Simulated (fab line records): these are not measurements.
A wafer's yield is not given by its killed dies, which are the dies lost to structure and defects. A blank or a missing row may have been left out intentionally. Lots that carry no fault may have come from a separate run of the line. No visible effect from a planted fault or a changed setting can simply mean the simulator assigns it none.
Matching of chambers | flow berkeley-cmos170 | UCB170_M3_ETCH_17 on rie-diel-01 has 4 sister chambers
The step etches BARC in N2/H2. 4 wafers are shown with their chamber, then 8 later ones without.

== EACH WAFER AND ITS CHAMBER ==
wafer  | chamber | throttle-valve-pct (%)
L534.4 | 3       | 13.58
L541.2 | 0       | 13.09
L541.6 | 1       | 13.01
L546.1 | 2       | 13.34

== WAFERS WITHOUT THEIR CHAMBER ==
wafer  | throttle-valve-pct (%)
L546.2 | 12.99
L546.5 | 13.36
L547.1 | 13.62
L547.3 | 13.09
L547.5 | 13.62
L545.1 | 12.98
L545.3 | 13.62
L545.4 | 13.10

== WHICH CHAMBER EACH WENT THROUGH ==
wafer  | from the rows above | in truth
L546.2 | 1                   | 1
L546.5 | 2                   | 2
L547.1 | 3                   | 3
L547.3 | 0                   | 0
L547.5 | 3                   | 3
L545.1 | 1                   | 1
L545.3 | 3                   | 3
L545.4 | 0                   | 0
Placed correctly: 8 of 8. From these rows, 0 cannot be placed. 0 placed wrongly.
How it was worked out, from the rows above alone: a wafer's distance from a chamber is the root of the sum, over the readings, of the square of ((its reading less the chamber's mean) divided by the reading's scatter). The wafer belongs to the nearest chamber; if the next one is less than 2 further off, it can't be placed. The mean given for a chamber averages the wafers shown for that chamber. The scatter (one wafer shown for each chamber): square how far every hidden wafer sits from the nearest shown wafer, average those squares and take the square root.
